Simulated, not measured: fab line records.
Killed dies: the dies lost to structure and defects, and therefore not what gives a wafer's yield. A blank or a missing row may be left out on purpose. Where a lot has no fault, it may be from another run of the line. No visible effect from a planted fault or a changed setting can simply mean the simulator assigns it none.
fab line records :: flow berkeley-cmos170
[record]
  lots = 5
  wafers = 23
route steps=331 shown M3@326
start-h: hours from the record's first day to the start of the lot's first wafer shown :: wait-h: hours from the lot's prior step to this one :: " as in the row above :: L1.1+2: a row that stands for several wafers :: - no value, or no start given :: * or withheld: withheld :: < > ~ a bound
route shown NAME@n: names a module that has steps shown in the file, with the first one's number in the route :: usual: average and standard deviation across the fault-free wafers :: same: alike in all rows :: chamber/n: place in a boat :: sites: the reading at each site :: _std_site: the values' standard deviation :: _edge_site: mean of outer sites minus mean of inner sites :: radius-mm: for every site, how far away it sits from the centre of the wafer :: mask NAME#n: copy n :: behind: the tool/chamber that last shaped the wafer :: hold: why the lot went on hold/how many hours it stayed there/how the hold came to an end :: device: whichever transistor did not switch (one of n, p or np) :: end of line: tests of these same wafers at the route's end :: step lacking rows: just its recipe :: killed: not the wafer's yield, but the dies lost to structure and defects at the first sort :: map: the dies of a wafer, with x for killed, . for not killed, _ for no die there
set.NAME: setting as actually run; set.NAME@STEP: the setting as run at that earlier step :: model.NAME: the simulator's own value behind a step, which no gauge read
lots with deliberately changed settings; one table per step, one row per wafer
[[steps]]
[step UCB170_M3_ETCH_17]
[recipe]
  chemistry = N2/H2
  target-depth-a = withheld
  overetch-a = withheld
  target = BARC
  time-s = withheld
  source-w = 500
  bias-w = 100
  pressure-mtorr = 30
  n2-flow-sccm = 100
  h2-flow-sccm = 200
lot.wafer: L075.2
tool: rie-diel-01
chamber: 0
start-h: 212.54
wait-h: 0.0
set.source-w: 500
set.peb-temp-c@M3_PEB_13: 130
model.M3.cd-nm: 700.5

lot.wafer: L075.3
tool: rie-diel-01
chamber: 3
start-h: 212.54
wait-h: 0.0
set.source-w: 515.2
set.peb-temp-c@M3_PEB_13: 132.8
model.M3.cd-nm: 684.8

lot.wafer: L075.4
tool: rie-diel-01
chamber: 0
start-h: 212.54
wait-h: 0.0
set.source-w: 500
set.peb-temp-c@M3_PEB_13: 132.8
model.M3.cd-nm: 685.5

lot.wafer: L075.5
tool: rie-diel-01
chamber: 3
start-h: 212.54
wait-h: 0.0
set.source-w: 500
set.peb-temp-c@M3_PEB_13: 130
model.M3.cd-nm: 701.4

lot.wafer: L075.6
tool: rie-diel-01
chamber: 1
start-h: 212.54
wait-h: 0.0
set.source-w: 515.2
set.peb-temp-c@M3_PEB_13: 132.8
model.M3.cd-nm: 682.7

lot.wafer: L076.1
tool: rie-diel-02
chamber: 1
start-h: 214.69
wait-h: 0.0
set.source-w: 500
set.peb-temp-c@M3_PEB_13: 130
model.M3.cd-nm: 697.6

lot.wafer: L076.2
tool: rie-diel-02
chamber: 0
start-h: 214.69
wait-h: 0.0
set.source-w: 452.5
set.peb-temp-c@M3_PEB_13: 131.6
model.M3.cd-nm: 689.6

lot.wafer: L076.3
tool: rie-diel-02
chamber: 3
start-h: 214.69
wait-h: 0.0
set.source-w: 500
set.peb-temp-c@M3_PEB_13: 130
model.M3.cd-nm: 699.1

lot.wafer: L076.4
tool: rie-diel-02
chamber: 0
start-h: 214.69
wait-h: 0.0
set.source-w: 452.5
set.peb-temp-c@M3_PEB_13: 130
model.M3.cd-nm: 699

lot.wafer: L076.5
tool: rie-diel-02
chamber: 3
start-h: 214.69
wait-h: 0.0
set.source-w: 500
set.peb-temp-c@M3_PEB_13: 131.6
model.M3.cd-nm: 688.3

lot.wafer: L077.1
tool: rie-diel-02
chamber: 0
start-h: 215.59
wait-h: 0.0
set.source-w: 500
set.peb-temp-c@M3_PEB_13: 130
model.M3.cd-nm: 698.2

lot.wafer: L077.2
tool: rie-diel-02
chamber: 1
start-h: 215.59
wait-h: 0.0
set.source-w: 500
set.peb-temp-c@M3_PEB_13: 130
model.M3.cd-nm: 696.2

lot.wafer: L077.3
tool: rie-diel-02
chamber: 3
start-h: 215.59
wait-h: 0.0
set.source-w: 465.2
set.peb-temp-c@M3_PEB_13: 130
model.M3.cd-nm: 699.5

lot.wafer: L077.4
tool: rie-diel-02
chamber: 0
start-h: 215.59
wait-h: 0.0
set.source-w: 500
set.peb-temp-c@M3_PEB_13: 130
model.M3.cd-nm: 699.8

lot.wafer: L077.5
tool: rie-diel-02
chamber: 1
start-h: 215.59
wait-h: 0.0
set.source-w: 465.2
set.peb-temp-c@M3_PEB_13: 130
model.M3.cd-nm: 696.9

lot.wafer: L081.1
tool: rie-diel-02
chamber: 3
start-h: 224.10
wait-h: 0.0
set.source-w: 500
set.peb-temp-c@M3_PEB_13: 130
model.M3.cd-nm: 700.5

lot.wafer: L081.2
tool: rie-diel-02
chamber: 1
start-h: 224.10
wait-h: 0.0
set.source-w: 500
set.peb-temp-c@M3_PEB_13: 130
model.M3.cd-nm: 698.8

lot.wafer: L081.4
tool: rie-diel-02
chamber: 1
start-h: 224.10
wait-h: 0.0
set.source-w: 552.5
set.peb-temp-c@M3_PEB_13: 130
model.M3.cd-nm: 696.9

lot.wafer: L081.5
tool: rie-diel-02
chamber: 0
start-h: 224.10
wait-h: 0.0
set.source-w: 552.5
set.peb-temp-c@M3_PEB_13: 128.7
model.M3.cd-nm: 708

lot.wafer: L081.6
tool: rie-diel-02
chamber: 3
start-h: 224.10
wait-h: 0.0
set.source-w: 552.5
set.peb-temp-c@M3_PEB_13: 128.7
model.M3.cd-nm: 707.9

lot.wafer: L085.1
tool: rie-diel-03
chamber: 1
start-h: 236.58
wait-h: 0.0
set.source-w: 500
set.peb-temp-c@M3_PEB_13: 130
model.M3.cd-nm: 699.4

lot.wafer: L085.2
tool: rie-diel-03
chamber: 2
start-h: 236.58
wait-h: 0.0
set.source-w: 500
set.peb-temp-c@M3_PEB_13: 130
model.M3.cd-nm: 701.5

lot.wafer: L085.3
tool: rie-diel-03
chamber: 3
start-h: 236.58
wait-h: 0.0
set.source-w: 500
set.peb-temp-c@M3_PEB_13: 130
model.M3.cd-nm: 699.7
[step UCB170_M3_METAL_ETCH_18]
[recipe]
  chemistry = Cl2/BCl3
  target = Al
  stop-on = SiO2
  pressure-mtorr = 12
  target-depth-a = 11700
  over-etch-frac = 0.2919
  time-s = 195
  icp-w = 600
  bias-w = 120
  Cl2_flow_sccm = 90
  bcl3-flow-sccm = 45
[usual]
  oes-product-au = 0.855/0.013
lot.wafer: L075.2
tool: rie-metal-02
chamber: 1
start-h: 212.58
wait-h: -
set.time-s@M3_SPUTTER_01: 110.4
set.peb-temp-c@M3_PEB_13: 130
oes-product-au: 0.834
model.M3.cd-nm: 703.6

lot.wafer: L075.3
tool: rie-metal-02
chamber: 1
start-h: 212.58
wait-h: -
set.time-s@M3_SPUTTER_01: 120
set.peb-temp-c@M3_PEB_13: 132.8
oes-product-au: 0.864
model.M3.cd-nm: 687.5

lot.wafer: L075.4
tool: rie-metal-02
chamber: 0
start-h: 212.58
wait-h: -
set.time-s@M3_SPUTTER_01: 110.4
set.peb-temp-c@M3_PEB_13: 132.8
oes-product-au: 0.819
model.M3.cd-nm: 686

lot.wafer: L075.5
tool: rie-metal-02
chamber: 0
start-h: 212.58
wait-h: -
set.time-s@M3_SPUTTER_01: 120
set.peb-temp-c@M3_PEB_13: 130
oes-product-au: 0.864
model.M3.cd-nm: 701.6

lot.wafer: L075.6
tool: rie-metal-02
chamber: 1
start-h: 212.58
wait-h: -
set.time-s@M3_SPUTTER_01: 120
set.peb-temp-c@M3_PEB_13: 132.8
oes-product-au: 0.873
model.M3.cd-nm: 687.1

lot.wafer: L076.1
tool: rie-metal-04
chamber: 1
start-h: 214.74
wait-h: -
set.time-s@M3_SPUTTER_01: 104.3
set.peb-temp-c@M3_PEB_13: 130
oes-product-au: 0.788
model.M3.cd-nm: 704.3

lot.wafer: L076.2
tool: rie-metal-04
chamber: 0
start-h: 214.74
wait-h: -
set.time-s@M3_SPUTTER_01: 104.3
set.peb-temp-c@M3_PEB_13: 131.6
oes-product-au: 0.776
model.M3.cd-nm: 690.2

lot.wafer: L076.3
tool: rie-metal-04
chamber: 1
start-h: 214.74
wait-h: -
set.time-s@M3_SPUTTER_01: 120
set.peb-temp-c@M3_PEB_13: 130
oes-product-au: 0.847
model.M3.cd-nm: 703.6

lot.wafer: L076.4
tool: rie-metal-04
chamber: 0
start-h: 214.74
wait-h: -
set.time-s@M3_SPUTTER_01: 120
set.peb-temp-c@M3_PEB_13: 130
oes-product-au: 0.846
model.M3.cd-nm: 698.6

lot.wafer: L076.5
tool: rie-metal-04
chamber: 1
start-h: 214.74
wait-h: -
set.time-s@M3_SPUTTER_01: 104.3
set.peb-temp-c@M3_PEB_13: 131.6
oes-product-au: 0.783
model.M3.cd-nm: 694.6

lot.wafer: L077.1
tool: rie-metal-04
chamber: 1
start-h: 215.64
wait-h: -
set.time-s@M3_SPUTTER_01: 135.9
set.peb-temp-c@M3_PEB_13: 130
oes-product-au: 0.909
model.M3.cd-nm: 704.8

lot.wafer: L077.2
tool: rie-metal-04
chamber: 0
start-h: 215.64
wait-h: -
set.time-s@M3_SPUTTER_01: 120
set.peb-temp-c@M3_PEB_13: 130
oes-product-au: 0.836
model.M3.cd-nm: 697.9

lot.wafer: L077.3
tool: rie-metal-04
chamber: 0
start-h: 215.64
wait-h: -
set.time-s@M3_SPUTTER_01: 135.9
set.peb-temp-c@M3_PEB_13: 130
oes-product-au: 0.907
model.M3.cd-nm: 699.3

lot.wafer: L077.4
tool: rie-metal-04
chamber: 1
start-h: 215.64
wait-h: -
set.time-s@M3_SPUTTER_01: 135.9
set.peb-temp-c@M3_PEB_13: 130
oes-product-au: 0.917
model.M3.cd-nm: 705.3

lot.wafer: L077.5
tool: rie-metal-04
chamber: 0
start-h: 215.64
wait-h: -
set.time-s@M3_SPUTTER_01: 120
set.peb-temp-c@M3_PEB_13: 130
oes-product-au: 0.847
model.M3.cd-nm: 697

lot.wafer: L081.1
tool: rie-metal-04
chamber: 0
start-h: 224.14
wait-h: -
set.time-s@M3_SPUTTER_01: 120
set.peb-temp-c@M3_PEB_13: 130
oes-product-au: 0.839
model.M3.cd-nm: 703.1

lot.wafer: L081.2
tool: rie-metal-04
chamber: 1
start-h: 224.14
wait-h: -
set.time-s@M3_SPUTTER_01: 120
set.peb-temp-c@M3_PEB_13: 130
oes-product-au: 0.839
model.M3.cd-nm: 707.3

lot.wafer: L081.4
tool: rie-metal-04
chamber: 1
start-h: 224.14
wait-h: -
set.time-s@M3_SPUTTER_01: 120
set.peb-temp-c@M3_PEB_13: 130
oes-product-au: 0.844
model.M3.cd-nm: 705.4

lot.wafer: L081.5
tool: rie-metal-04
chamber: 1
start-h: 224.14
wait-h: -
set.time-s@M3_SPUTTER_01: 120
set.peb-temp-c@M3_PEB_13: 128.7
oes-product-au: 0.837
model.M3.cd-nm: 716.7

lot.wafer: L081.6
tool: rie-metal-04
chamber: 0
start-h: 224.14
wait-h: -
set.time-s@M3_SPUTTER_01: 120
set.peb-temp-c@M3_PEB_13: 128.7
oes-product-au: 0.829
model.M3.cd-nm: 710.8

lot.wafer: L085.1
tool: rie-metal-01
chamber: 1
start-h: 236.62
wait-h: -
set.time-s@M3_SPUTTER_01: 120
set.peb-temp-c@M3_PEB_13: 130
oes-product-au: 0.868
model.M3.cd-nm: 706.5

lot.wafer: L085.2
tool: rie-metal-01
chamber: 0
start-h: 236.62
wait-h: -
set.time-s@M3_SPUTTER_01: 120
set.peb-temp-c@M3_PEB_13: 130
oes-product-au: 0.858
model.M3.cd-nm: 704.7

lot.wafer: L085.3
tool: rie-metal-01
chamber: 1
start-h: 236.62
wait-h: -
set.time-s@M3_SPUTTER_01: 120
set.peb-temp-c@M3_PEB_13: 130
oes-product-au: 0.848
model.M3.cd-nm: 704.6
[step UCB170_M3_STRIP_19]
[recipe]
  chemistry = O2
  power-w = 400
  pressure-mtorr = 3500
  platen-temp-c = withheld
  o2-flow-sccm = 400
  overash-fraction = 0.5
[step UCB170_M3_CD_MEAS_90]
[recipe]
  target-cd-nm = 700
[usual]
  cd-nm = 703/3.2
lot.wafer: L075.2
tool: cd-sem-01
chamber: -
start-h: 212.89
wait-h: 0.1
set.peb-temp-c@M3_PEB_13: 130
cd-nm: 704

lot.wafer: L075.3
tool: cd-sem-01
chamber: -
start-h: 212.89
wait-h: 0.1
set.peb-temp-c@M3_PEB_13: 132.8
cd-nm: 687

lot.wafer: L075.4
tool: cd-sem-01
chamber: -
start-h: 212.89
wait-h: 0.1
set.peb-temp-c@M3_PEB_13: 132.8
cd-nm: 686

lot.wafer: L075.5
tool: cd-sem-01
chamber: -
start-h: 212.89
wait-h: 0.1
set.peb-temp-c@M3_PEB_13: 130
cd-nm: 701

lot.wafer: L075.6
tool: cd-sem-01
chamber: -
start-h: 212.89
wait-h: 0.1
set.peb-temp-c@M3_PEB_13: 132.8
cd-nm: 687

lot.wafer: L076.1
tool: cd-sem-02
chamber: -
start-h: 215.09
wait-h: 0.1
set.peb-temp-c@M3_PEB_13: 130
cd-nm: 704

lot.wafer: L076.2
tool: cd-sem-02
chamber: -
start-h: 215.09
wait-h: 0.1
set.peb-temp-c@M3_PEB_13: 131.6
cd-nm: 690

lot.wafer: L076.3
tool: cd-sem-02
chamber: -
start-h: 215.09
wait-h: 0.1
set.peb-temp-c@M3_PEB_13: 130
cd-nm: 704

lot.wafer: L076.4
tool: cd-sem-02
chamber: -
start-h: 215.09
wait-h: 0.1
set.peb-temp-c@M3_PEB_13: 130
cd-nm: 698

lot.wafer: L076.5
tool: cd-sem-02
chamber: -
start-h: 215.09
wait-h: 0.1
set.peb-temp-c@M3_PEB_13: 131.6
cd-nm: 694

lot.wafer: L077.1
tool: cd-sem-02
chamber: -
start-h: 215.99
wait-h: 0.1
set.peb-temp-c@M3_PEB_13: 130
cd-nm: 705

lot.wafer: L077.2
tool: cd-sem-02
chamber: -
start-h: 215.99
wait-h: 0.1
set.peb-temp-c@M3_PEB_13: 130
cd-nm: 698

lot.wafer: L077.3
tool: cd-sem-02
chamber: -
start-h: 215.99
wait-h: 0.1
set.peb-temp-c@M3_PEB_13: 130
cd-nm: 699

lot.wafer: L077.4
tool: cd-sem-02
chamber: -
start-h: 215.99
wait-h: 0.1
set.peb-temp-c@M3_PEB_13: 130
cd-nm: 705

lot.wafer: L077.5
tool: cd-sem-02
chamber: -
start-h: 215.99
wait-h: 0.1
set.peb-temp-c@M3_PEB_13: 130
cd-nm: 697

lot.wafer: L081.1
tool: cd-sem-02
chamber: -
start-h: 224.49
wait-h: 0.1
set.peb-temp-c@M3_PEB_13: 130
cd-nm: 703

lot.wafer: L081.2
tool: cd-sem-02
chamber: -
start-h: 224.49
wait-h: 0.1
set.peb-temp-c@M3_PEB_13: 130
cd-nm: 707

lot.wafer: L081.4
tool: cd-sem-02
chamber: -
start-h: 224.49
wait-h: 0.1
set.peb-temp-c@M3_PEB_13: 130
cd-nm: 705

lot.wafer: L081.5
tool: cd-sem-02
chamber: -
start-h: 224.49
wait-h: 0.1
set.peb-temp-c@M3_PEB_13: 128.7
cd-nm: 717

lot.wafer: L081.6
tool: cd-sem-02
chamber: -
start-h: 224.49
wait-h: 0.1
set.peb-temp-c@M3_PEB_13: 128.7
cd-nm: 711

lot.wafer: L085.1
tool: cd-sem-02
chamber: -
start-h: 236.91
wait-h: 0.1
set.peb-temp-c@M3_PEB_13: 130
cd-nm: 707

lot.wafer: L085.2
tool: cd-sem-02
chamber: -
start-h: 236.91
wait-h: 0.1
set.peb-temp-c@M3_PEB_13: 130
cd-nm: 705

lot.wafer: L085.3
tool: cd-sem-02
chamber: -
start-h: 236.91
wait-h: 0.1
set.peb-temp-c@M3_PEB_13: 130
cd-nm: 705
[[key]]
[split]
  step = UCB170_M3_ETCH_17
  setting = source-w
  stated = 500
  by = wafer
response none clear
split outside-this-file step=UCB170_M3_SPUTTER_01 setting=time-s
split outside-this-file step=UCB170_M3_PEB_13 setting=peb-temp-c
// split outside-this-file: this setting was split too, and the file shows its column; the key of that split is in another file
